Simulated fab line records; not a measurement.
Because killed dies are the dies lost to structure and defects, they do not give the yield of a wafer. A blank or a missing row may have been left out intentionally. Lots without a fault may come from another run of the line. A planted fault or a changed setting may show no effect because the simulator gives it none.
Struck lot and sound lot, side by side + flow rit_cmos + 44 out of 202 route steps
Sound: these wafers, L795.1, L795.3, L795.6. Wafers L798.1, L798.2, L798.3 were the ones struck. The cause comes at the end.
Each step with rows lists, per side, the tool, then ch with its chambers, then its first start. Under that, the readings that differ: sound wafers + struck wafers + difference of the means + sigmas: that difference in standard deviations of wafers without a fault.
alike: readings whose means differ by less than 2 such deviations, and words and numbers that are the same on both sides. not compared: withheld readings, readings that some wafer has no value for, bounds like >300 that may hide the same value, and numbers for which the record gives no deviation and whose values overlap.
Wherever a step has rows on one side only, a row that says differs or no value, or a row with sigmas, the two part there. When numbers do not overlap yet have no deviation, they are printed without sigmas and do not part them. A reading missing from all wafers of one side parts the sides only when that side holds two or more wafers.

first, 1 step without rows for these wafers: RIT_PRETRO_IMPLANT_08.
RIT_PRETRO_STRIP_09: strips in O2, time 180 s.
  sound on plasma_asher-03 ch 0,1, day 2 21:05; struck on plasma_asher-03 ch 0,1, day 3 09:47
  alike: drypump_motor_current_A
  not compared: rf_hours_counter_h
RIT_PRETRO_TW_MEAS_10:
  sound on film_metro-04, day 2 21:15; struck on film_metro-04, day 3 09:58
  alike: PRETRO_TW
then, 5 steps without rows for these wafers: RIT_GATE_WET_ETCH_00 (etches SiO2 in BOE, target depth 56 nm, time 60 s); RIT_GATE_CLEAN_01 (cleans in SC1, time 600 s); RIT_GATE_CLEAN_02 (cleans in dHF, time 30 s); RIT_GATE_CLEAN_03 (cleans in SC2, time 600 s); RIT_GATE_CLEAN_04 (cleans in dHF, time 60 s).
RIT_FOX2_THK_MEAS_91:
  sound on film_metro-01, day 2 21:46; struck on film_metro-01, day 3 10:28
  alike: FIELD_OXIDE_LEFT_2_THK
then, 2 steps without rows for these wafers: RIT_GATE_OXIDATION_05 (target thk 3 nm, ox time 270 s); RIT_GATE_ANNEAL_06 (time 600 s).
RIT_GATE_THK_MEAS_07:
  sound on film_metro-01, day 3 00:13; struck on film_metro-01, day 3 11:51
  alike: GATE_OXIDE_THK
RIT_GATE_CVD_08: deposits poly-Si from SiH4, target thk 250 nm, time 2220 s.
  sound on lpcvd-02 ch 0, day 3 00:16; struck on lpcvd-02 ch 1, day 3 12:49
| reading                                  | sound                | struck               | difference | sigmas |
|------------------------------------------|----------------------|----------------------|------------|--------|
| spike_tc_centre_C (C)                    | 612.8 613.7 614.8    | 605.4 605.4 603.6    | -9.0       | -6     |
| spike_tc_source_C (C)                    | 635.9 635.7 635.6    | 623.6 621.3 622.3    | -13.3      | -5     |
| susceptor_temp_C (C)                     | 610.02 609.85 609.89 | 604.06 604.26 604.52 | -5.64      | -25    |
| model.poly-Si_of_GATE_CVD_08.thk_nm (nm) | 244.8 245.7 244.3    | 219.1 220.6 218.9    | -25.4      |        |
  alike: zone_power_source_pct
RIT_GATE_THK_MEAS_09:
  sound on film_metro-04, day 3 02:41; struck on film_metro-01, day 3 14:26
| reading            | sound             | struck            | difference | sigmas |
|--------------------|-------------------|-------------------|------------|--------|
| GATE_POLY_THK (nm) | 244.8 245.8 244.2 | 219.0 220.6 219.0 | -25.4      | -12    |
then, 6 steps without rows for these wafers: RIT_GATE_HMDS_10 (prime time 60 s); RIT_GATE_COAT_11 (resist thk 850 nm); RIT_GATE_SOFTBAKE_12 (time 60 s); RIT_GATE_EXPOSE_13 (exposes mask M6, target cd 150 nm); RIT_GATE_PEB_14; RIT_GATE_DEVELOP_15 (develop time 50 s).
RIT_GATE_CD_MEAS_16: the cd target is 150 nm.
  sound on cd_sem-02, day 3 03:55; struck on cd_sem-02, day 3 15:36
  alike: cd_nm
RIT_GATE_OVL_MEAS_17:
  sound on overlay-02, day 3 04:02; struck on overlay-02, day 3 15:43
  alike: GATE_OVL
then, 1 step without rows for these wafers: RIT_GATE_HARDBAKE_18 (time 60 s).
RIT_GATE_ETCH_19: etches poly-Si in SF6/CHF3/O2, stops on SiO2, time 165 s, target depth 312.5 nm.
  sound on rie_si-01 ch 0,3, day 3 04:14; struck on rie_si-02 ch 0,1,2, day 3 16:00
| reading                          | sound             | struck            | difference | sigmas |
|----------------------------------|-------------------|-------------------|------------|--------|
| oes_product_au (a.u.)            | 0.819 0.832 0.814 | 0.777 0.770 0.770 | -0.049     | -6     |
| model.etch.depth_nm (nm)         | 244.8 245.7 244.3 | 219.1 220.6 218.9 | -25.4      |        |
| model.GATE.feature_depth_nm (nm) | 244.8 245.7 244.3 | 219.1 220.6 218.9 | -25.4      |        |
  alike: O2_flow_sccm, drypump_motor_current_A, throttle_valve_pct
  not compared: rf_hours_counter_h
RIT_GATE_STRIP_20: strips in O2, time 180 s.
  sound on plasma_asher-04 ch 0, day 3 04:20; struck on plasma_asher-03 ch 0,1, day 3 16:07
| reading                     | sound       | struck      | difference | sigmas |
|-----------------------------|-------------|-------------|------------|--------|
| drypump_motor_current_A (A) | 6.6 6.6 6.6 | 5.7 5.6 5.6 | -1.0       | -3     |
  not compared: rf_hours_counter_h
RIT_GATE_CD_MEAS_90: the cd target is 150 nm.
  sound on cd_sem-02, day 3 04:31; struck on cd_sem-01, day 3 16:17
  alike: cd_nm
then, 4 steps without rows for these wafers: RIT_REOX_CLEAN_00 (cleans in SC1, time 600 s); RIT_REOX_CLEAN_01 (cleans in dHF, time 30 s); RIT_REOX_CLEAN_02 (cleans in SC2, time 600 s); RIT_REOX_OXIDATION_03 (target thk 25.2 nm, ox time 5580 s).
RIT_REOX_THK_MEAS_04:
  sound on film_metro-02, day 3 07:35; struck on film_metro-02, day 3 19:19
  alike: REOX_OXIDE_THK
then, 6 steps without rows for these wafers: RIT_NLDD_HMDS_00 (prime time 60 s); RIT_NLDD_COAT_01 (resist thk 1000 nm); RIT_NLDD_SOFTBAKE_02 (time 60 s); RIT_NLDD_EXPOSE_03 (exposes mask M7, target cd 40700 nm); RIT_NLDD_PEB_04; RIT_NLDD_DEVELOP_05 (develop time 50 s).
RIT_NLDD_OVL_MEAS_06:
  sound on overlay-02, day 3 08:37; struck on overlay-02, day 3 20:22
  alike: NLDD_OVL
then, 2 steps without rows for these wafers: RIT_NLDD_HARDBAKE_07 (time 60 s); RIT_NLDD_IMPLANT_08.
RIT_NLDD_STRIP_09: strips in O2, time 180 s.
  sound on plasma_asher-02 ch 0,1, day 3 08:57; struck on plasma_asher-03 ch 0,1, day 3 20:41
  alike: drypump_motor_current_A
  not compared: rf_hours_counter_h
RIT_NLDD_TW_MEAS_10:
  sound on film_metro-02, day 3 09:07; struck on film_metro-03, day 3 20:52
  alike: NLDD_TW
RIT_SDANNEAL_CLEAN_02: cleans in SC2, time 600 s.
  sound on wet_bench-02 ch 2, day 3 16:44; struck on wet_bench-01 ch 1, day 4 04:17
| reading                                  | sound             | struck            | difference | sigmas |
|------------------------------------------|-------------------|-------------------|------------|--------|
| model.poly-Si_of_GATE_CVD_08.thk_nm (nm) | 158.1 159.5 158.1 | 132.4 134.2 132.2 | -25.6      |        |
RIT_M1_PROBE_99:
  sound on prober-02, day 4 00:19; struck on prober-01, day 4 12:57
| reading                               | sound             | struck            | difference | sigmas |
|---------------------------------------|-------------------|-------------------|------------|--------|
| model.etest.nmos_turned.drive_ua_um   | 339 326.9 333.6   | 358.7 360.4 365.8 | +28.5      |        |
| model.etest.ppoly_line.rs_ohm_sq      | 16.55 16.57 16.57 | 16.65 16.6 16.68  | +0.08      |        |
| model.etest.nmos_0p15.tox_inv_nm (nm) | 4.483 4.378 4.475 | 4.342 4.366 4.335 | -0.098     |        |
  alike: killed_at_front_end, killed_dies, killed_on_rim, killed_open, killed_short
  not compared: model.etest.pmos_turned.r_on_ohm_um, model.etest.pmos_turned.drive_ua_um, model.etest.nmos_0p15.overlap_ff_um

## WHERE THEY PART
Last at RIT_GATE_STRIP_20 as far as this record goes, first at RIT_GATE_CVD_08. Later steps at which nothing parts them and some readings are alike: RIT_GATE_CD_MEAS_90, RIT_REOX_THK_MEAS_04, RIT_NLDD_OVL_MEAS_06, RIT_NLDD_STRIP_09, RIT_NLDD_TW_MEAS_10, RIT_M1_PROBE_99.

WHY: whatever the simulator had introduced
lpcvd-02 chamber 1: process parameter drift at RIT_GATE_CVD_08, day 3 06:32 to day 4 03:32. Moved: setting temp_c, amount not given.
